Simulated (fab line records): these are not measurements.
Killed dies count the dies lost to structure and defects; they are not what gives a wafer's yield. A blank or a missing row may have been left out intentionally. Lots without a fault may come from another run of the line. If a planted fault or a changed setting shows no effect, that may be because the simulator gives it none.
Lot-split experiment    flow rit-cmos    route with 202 steps; 5 lots, 23 wafers read

ABOUT THE SPLIT
At RIT_GATE_EXPOSE_13 (exposes mask M6, target cd 150 nm), the setting dose-mj was moved away from the recipe's 380 on 6 of the 23 wafers read, by -2.4% to +4.8%. This setting was run at the recipe's value on the other wafers.

FROM THE SPLIT TO THE READING: what the file shows between them, 15 steps
- RIT_GATE_ETCH_19: etches poly-Si in SF6/CHF3/O2, stops on SiO2, time 165 s, target depth 312.5 nm (also split here: time-s)
- RIT_GATE_STRIP_20: strips in O2, time 180 s
- RIT_REOX_CLEAN_00: cleans in SC1, time 600 s
- RIT_PLDD_IMPLANT_08 (also split here: dose-cm2)
- RIT_SPACER_CVD_03: deposits Si3N4 from SiH2Cl2/NH3, target thk 250 nm, time 3300 s (also split here: sih2cl2-flow-sccm)
- RIT_SPACER_THK_MEAS_04
- RIT_SPACER_ETCHBACK_05: etches Si3N4 in SF6/CHF3, stops on SiO2, target depth 250 nm, time 240 s
- RIT_PSD_COAT_01: resist thk 1000 nm (also split here: resist-thk-nm)
- RIT_PSD_SOFTBAKE_02: time 60 s
- RIT_PSD_EXPOSE_03: exposes mask M10, target cd 40900 nm
- RIT_PSD_DEVELOP_05: develop time 50 s
- RIT_PSD_HARDBAKE_07: time 60 s
- RIT_SDANNEAL_CLEAN_02: cleans in SC2, time 600 s (also split here: time-s)
- RIT_SDANNEAL_RTA_03: time 5 s
- RIT_SDANNEAL_RS_MEAS_06: measures by four-point-probe

THE READING
etest.pmos-turned.drive-ua-um (the simulator's own value, which no gauge read), at RIT_M1_PROBE_99. No usual value for it is given in the file. Across the 17 wafers here that went through the recipe, the average is 181.6 and the standard deviation 15.

wafer   tool, chamber at the split  dose-mj as run  against the recipe  etest.pmos-turned.drive-ua-um  against lot-mates on the recipe
L074.2  iline-stepper-01, 0         380             recipe              179.7                          -
L074.3  iline-stepper-01, 0         380             recipe              179.9                          -
L074.4  iline-stepper-01, 0         380             recipe              176                            -
L074.5  iline-stepper-01, 0         380             recipe              174.7                          -
L074.6  iline-stepper-01, 0         380             recipe              176.1                          -
L076.2  iline-stepper-02, 0         380             recipe              184.5                          -
L076.5  iline-stepper-02, 0         380             recipe              186.1                          -
L076.6  iline-stepper-02, 0         380             recipe              180.9                          -
L080.1  iline-stepper-01, 0         380             recipe              178.1                          -
L080.3  iline-stepper-01, 0         380             recipe              191                            -
L080.4  iline-stepper-01, 0         380             recipe              178.9                          -
L080.5  iline-stepper-01, 0         380             recipe              171                            -
L080.6  iline-stepper-01, 0         380             recipe              182.2                          -
L081.1  iline-stepper-02, 0         398.4           +4.8%               186.9                          +28.8
L081.2  iline-stepper-02, 0         380             recipe              156                            -
L081.4  iline-stepper-02, 0         398.4           +4.8%               185.8                          +27.8
L081.5  iline-stepper-02, 0         380             recipe              160.1                          -
L081.6  iline-stepper-02, 0         398.4           +4.8%               190.8                          +32.8
L084.2  iline-stepper-01, 0         371             -2.4%               193.6                          -22.6
L084.3  iline-stepper-01, 0         380             recipe              214.3                          -
L084.4  iline-stepper-01, 0         371             -2.4%               194.2                          -22.0
L084.5  iline-stepper-01, 0         371             -2.4%               190.8                          -25.4
L084.6  iline-stepper-01, 0         380             recipe              218.1                          -

FIT RESULTS
A straight line over all 23 wafers: etest.pmos-turned.drive-ua-um changes by -0.0775 for each +1% of dose-mj; r = -0.01; the points scatter about the line by 14.
The same after taking each lot's own level away (the mean of its wafers on the recipe; 23 wafers): +6.99 for each +1%; r = +0.95; scatter 4.5.
According to that fit, moving dose-mj by its largest amount changes the reading by 34.
Measured against the standard deviation above, the lots' own levels, which go from 158.05 to 216.20, span 3.8 times it.
So the lot-to-lot level blurs the effect unless lot-mates are compared.
Check: for one of the wafers moved furthest among these (+4.8%), held out of the fit, the line's prediction against its lot-mates is +33.8. It came out at +28.8 against them.

OTHER SPLITS APPLIED TO THESE WAFERS
Other splits were also applied to these wafers ahead of the reading. Each is held against what the fit with the lots' levels taken away leaves over:
other split on the same wafers       wafers away from the commonest value  r with etest.pmos-turned.drive-ua-um (lot level and that fit taken away)
RIT_ACTIVE_COAT_06 resist-thk-nm     6                                     -0.12
RIT_FOX1_OXIDATION_00 ox-time-s      15                                    +0.06
RIT_NWELL_COAT_01 resist-thk-nm      7                                     +0.19
RIT_NWELL_IMPLANT_08 energy-kev      7                                     -0.13
RIT_PWELL_IMPLANT_08 dose-cm2        6                                     +0.21
RIT_GATE_CVD_08 pressure-mtorr       18                                    +0.27
RIT_GATE_ETCH_19 time-s              10                                    +0.33
RIT_PLDD_IMPLANT_08 dose-cm2         6                                     +0.16
RIT_SPACER_CVD_03 sih2cl2-flow-sccm  18                                    +0.12
RIT_PSD_COAT_01 resist-thk-nm        4                                     -0.17
RIT_SDANNEAL_CLEAN_02 time-s         15                                    +0.33

THE WHOLE CHAIN: every reading that the file lists as answering this split, in the file's order
step             what it does  reading                                                                         change (the file's fit)            r (the file's)
RIT_M1_PROBE_99                etest.pmos-turned.r-on-ohm-um (the simulator's own value, which no gauge read)  -122 for each +1% of the setting   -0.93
RIT_M1_PROBE_99                etest.pmos_0p15.r-on-ohm-um (the simulator's own value, which no gauge read)    -124 for each +1% of the setting   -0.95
RIT_M1_PROBE_99                etest.nmos_0p15.drive-ua-um (the simulator's own value, which no gauge read)    +22.2 for each +1% of the setting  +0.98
RIT_M1_PROBE_99                etest.npoly-line.line-ohm-um (the simulator's own value, which no gauge read)   +10.7 for each +1% of the setting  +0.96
RIT_M1_PROBE_99                etest.ppoly-line.line-ohm-um (the simulator's own value, which no gauge read)   +10.6 for each +1% of the setting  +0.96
RIT_M1_PROBE_99                etest.nmos-turned.drive-ua-um (the simulator's own value, which no gauge read)  +8.78 for each +1% of the setting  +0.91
RIT_M1_PROBE_99                etest.pmos-turned.drive-ua-um (the simulator's own value, which no gauge read)  +6.87 for each +1% of the setting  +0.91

FILE'S OWN FIT
etest.pmos-turned.drive-ua-um changes by +6.87 for each +1% of dose-mj, r = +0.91.
